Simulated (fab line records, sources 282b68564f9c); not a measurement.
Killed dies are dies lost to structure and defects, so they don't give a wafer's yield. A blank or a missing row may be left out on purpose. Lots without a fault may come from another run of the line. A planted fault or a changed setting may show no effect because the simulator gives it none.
Which tool did it? | flow rit_cmos | 13 lots, 39 wafers sampled, at 2 steps of a route of 202

WHAT THE GAUGES READ, wafer by wafer
RIT_SPACER_THK_MEAS_04.
lot  | measured    | on            | SPACER_NITRIDE_THK (nm)
L381 | day 2 22:47 | film_metro-01 | 248.2 250.0 249.0
L382 | day 3 03:50 | film_metro-04 | 248.2 246.6 245.6
L383 | day 3 09:11 | film_metro-04 | 247.8 246.3 245.5
L385 | day 3 18:50 | film_metro-01 | 250.7 248.1 249.7
L387 | day 4 04:01 | film_metro-02 | 247.6 250.1 249.3
L388 | day 4 09:19 | film_metro-01 | 245.2 246.0 249.0
L389 | day 4 14:43 | film_metro-04 | 251.2 250.3 250.8
L394 | day 5 16:50 | film_metro-04 | 397.0 396.1 397.4
L398 | day 6 12:53 | film_metro-02 | 249.2 252.7 250.9
L401 | day 7 02:01 | film_metro-01 | 249.8 250.3 252.4
L402 | day 7 07:21 | film_metro-01 | 250.2 247.6 246.7
L403 | day 7 11:44 | film_metro-02 | 253.5 253.9 251.9
L404 | day 7 17:40 | film_metro-02 | 251.4 251.2 250.8

WHICH TOOL RAN EACH LOT (tool, then ch and the chambers of the sampled wafers, then the start)
lot  | RIT_SPACER_CVD_03
L381 | lpcvd-02 ch 0, day 2 20:52
L382 | lpcvd-02 ch 1, day 3 01:55
L383 | lpcvd-01 ch 1, day 3 07:17
L385 | lpcvd-01 ch 1, day 3 16:54
L387 | lpcvd-01 ch 0, day 4 02:06
L388 | lpcvd-01 ch 0, day 4 07:23
L389 | lpcvd-02 ch 0, day 4 12:47
L394 | lpcvd-01 ch 1, day 5 14:53
L398 | lpcvd-02 ch 1, day 6 10:58
L401 | lpcvd-02 ch 0, day 7 00:04
L402 | lpcvd-02 ch 1, day 7 05:26
L403 | lpcvd-02 ch 0, day 7 09:49
L404 | lpcvd-02 ch 0, day 7 15:44
- RIT_SPACER_CVD_03: deposits Si3N4 from SiH2Cl2/NH3, target thk 250 nm, time 3300 s.

WHAT THE TOOLS THEMSELVES READ (means of the sampled wafers that have a number; where no wafer has one, the mark that the record gives instead)
RIT_SPACER_CVD_03.
lot  | tool     | zone_power_centre_pct (%)
L381 | lpcvd-02 | 35
L382 | lpcvd-02 | 34
L383 | lpcvd-01 | 41
L385 | lpcvd-01 | 42
L387 | lpcvd-01 | 40
L388 | lpcvd-01 | 40
L389 | lpcvd-02 | 35
L394 | lpcvd-01 | 42
L398 | lpcvd-02 | 34
L401 | lpcvd-02 | 35
L402 | lpcvd-02 | 34
L403 | lpcvd-02 | 34
L404 | lpcvd-02 | 34

THE ANSWER, worked out from the rows above alone
Rule: what is usual is taken from the lots themselves. Put in order of their means at a reading, lots are off if they are a third of the lots or fewer, leave a main group of 4 or more, and stand apart from it by a gap of 3 or more times the standard deviation of the main group's means; of several such gaps the widest counts. A main group whose means are all the same, to the digits that the tables above print for the reading, isn't used. A lot without any number at a reading at which 4 lots or more have one is off too. The other lots that the step has rows for count as sound. The gauges are gone through in route order, then the tools' own readings, and for those a lot's mean is taken as printed above. The first step at which some lot is off is used, and at that step the reading that is off furthest; a lot without a number counts as furthest.
Off: L394, at RIT_SPACER_THK_MEAS_04 (SPACER_NITRIDE_THK). The main group: mean 249.4 nm, standard deviation 2.
A tool fits if, at a process step before that reading, it ran every lot that is off, and no sound lot after the first of them. The gauges at RIT_SPACER_THK_MEAS_04 are tried like those tools. Can't be told from this: 2 tools fit, lpcvd-01 at RIT_SPACER_CVD_03, film_metro-04 at RIT_SPACER_THK_MEAS_04.

WHAT THE SIMULATOR HAD PUT IN
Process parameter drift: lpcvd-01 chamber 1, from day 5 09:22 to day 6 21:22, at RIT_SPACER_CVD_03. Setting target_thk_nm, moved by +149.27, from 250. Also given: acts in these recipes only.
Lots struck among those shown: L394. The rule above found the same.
